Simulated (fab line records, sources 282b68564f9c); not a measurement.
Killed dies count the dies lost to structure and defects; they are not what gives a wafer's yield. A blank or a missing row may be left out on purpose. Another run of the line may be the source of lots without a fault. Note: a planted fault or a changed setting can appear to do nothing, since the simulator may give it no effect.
fab line records | flow ritCmos
record lots=14 wafers=42 lastDay=7
route steps=202 shown SILICIDE@165 M1@202
lots that met no fault: from a run of the same line without faults
startH: start of the lot's first displayed wafer, in hours after the record's first day | waitH: how many hours have passed since the lot's step before this one | " identical to the entry in the row above | L1.1+2: one row covering several wafers at once | - value missing, or start not given | * or withheld: withheld | < > ~ a bound
route shown NAME@n: NAME is a module with steps in the file, n the number in the route of the first one | usual: mean/standard deviation taken from wafers without a fault | same: alike in all rows | chamber/n: place in a boat | sites: the reading at each site | _std_site: how widely they spread, as a standard deviation | _edge_site: mean of outer sites minus mean of inner sites | radiusMm: how far each site lies from the wafer's centre | mask NAME#n: copy n | behind: tool/chamber where the wafer was last shaped | hold: why the lot was held/for how many hours/how that ended | device: which transistor (n, p or np) failed to switch | end of line: at the end of the route, the tests of the same wafers | where a step has no rows: the recipe by itself | killed: dies lost to structure and defects at the first sort, not the wafer's yield | map: the dies of a wafer, with x for killed, . for not killed, _ for no die there
set.NAME: the run value of the setting; set.NAME@STEP: its run value at that earlier step | model.NAME: the simulator's own value behind a step, which no gauge read
a sample of lots followed through the steps of the route, with each step as a table and each wafer as a row
## steps
# step RIT_SILICIDE_RTA_04
# recipe tempC=650 timeS=10 idleTempC=25 rampUpS=5 rampDownS=5 coolToC=25 ambient=N2
# usual wafer_temp_C_max=652.5/0.71
# columns lot.wafer tool chamber startH waitH wafer_temp_C_max
L875.2 rtpAnneal-01 0 51.61 0.1 652.6
L875.4 " 0 " " 652.9
L875.6 " 0 " " 653.4
L876.1 rtpAnneal-02 0 56.04 0.1 651.2
L876.3 " 0 " " 651.5
L876.5 " 0 " " 652.8
L880.2 rtpAnneal-02 0 76.76 0.1 651.9
L880.3 " 0 " " 651.3
L880.5 " 0 " " 651.8
L881.2 rtpAnneal-01 0 80.52 0.1 658.2
L881.5 " 0 " " 657.2
L881.6 " 0 " " 657.3
L883.1 rtpAnneal-01 0 91.66 0.1 657.5
L883.2 " 0 " " 656.9
L883.6 " 0 " " 656.1
L884.3 rtpAnneal-02 0 98.46 0.1 651.9
L884.4 " 0 " " 651.7
L884.6 " 0 " " 652.8
L886.1 rtpAnneal-02 0 106.23 0.1 652.7
L886.3 " 0 " " 652.1
L886.5 " 0 " " 652.1
L890.2 rtpAnneal-02 0 126.01 0.1 651.8
L890.3 " 0 " " 651.6
L890.4 " 0 " " 651.9
L889.1 rtpAnneal-02 0 126.47 0.1 652.0
L889.3 " 0 " " 651.6
L889.5 " 0 " " 651.7
L892.2 rtpAnneal-02 0 138.57 0.1 652.2
L892.3 " 0 " " 653.1
L892.6 " 0 " " 652.6
L895.1 rtpAnneal-01 0 149.43 0.1 652.5
L895.3 " 0 " " 653.3
L895.6 " 0 " " 652.7
L896.2 rtpAnneal-02 0 156.94 0.1 652.0
L896.4 " 0 " " 652.3
L896.5 " 0 " " 651.7
L897.1 rtpAnneal-01 0 161.39 0.1 652.8
L897.2 " 0 " " 652.8
L897.4 " 0 " " 653.0
L898.1 rtpAnneal-02 0 165.88 0.1 652.6
L898.2 " 0 " " 652.9
L898.3 " 0 " " 652.4
# step RIT_M1_PROBE_99
# usual killedAtContacts=0.1/0.24 killedAtFrontEnd=6.8/2.8 killedDies=6.9/2.8 killedOpen=3.3/1.9 killedShort=3.5/1.8
# same grossDies=264 killed_at_M0_to_M3=0 killed_at_M4_up=0 killedAtBackSide=0 killedAtOther=0
# columns lot.wafer tool chamber startH waitH killedAtContacts killedAtFrontEnd killedDies killedOpen killedShort
L895.1 prober-02 - 156.12 0.1 0 2 2 0 2
L895.3 prober-02 - 156.22 0.2 0 4 4 2 2
L895.6 prober-02 - 156.37 0.2 0 7 7 3 4
# killed by level:class
L895.1 FOX2:geometricParticle:short=1 GATE:geometricParticle:short=1
L895.3 FOX1:geometricParticle:short=1 GATE:geometricParticle:short=1 GATE:geometricParticle:open=1 SILICIDE:geometricParticle:open=1
L895.6 GATE:geometricParticle:short=2 FOX1:geometricParticle:open=1 REOX:geometricParticle:short=1 REOX:geometricParticle:open=1 SILICIDE:geometricParticle:open=1 SILICIDE:geometricParticle:short=1
## key
firstSign step=RIT_SILICIDE_RTA_04 reading=wafer_temp_C_max direction=up sigmas=6.6 usual=* struck=*
effect none on later readings
metAt RIT_SILICIDE_RTA_04
struckLots L881,L883
testerLeftOut L881,L883
onsetBetween 51.61 80.52
fault kind=processParameterDrift tool=rtpAnneal-01 chamber=- onsetH=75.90 steps=RIT_SILICIDE_RTA_04 channel=tempC offset=* shape=step endH=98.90 actsIn=* stated=*
# testerLeftOut: of these lots the tester's yield and bins aren't shown, on N5 and GAA mostly nor the transistor test; their killed dies are dies lost to structure and defects alone, not to doping, threshold or leakage, so they don't give the yield
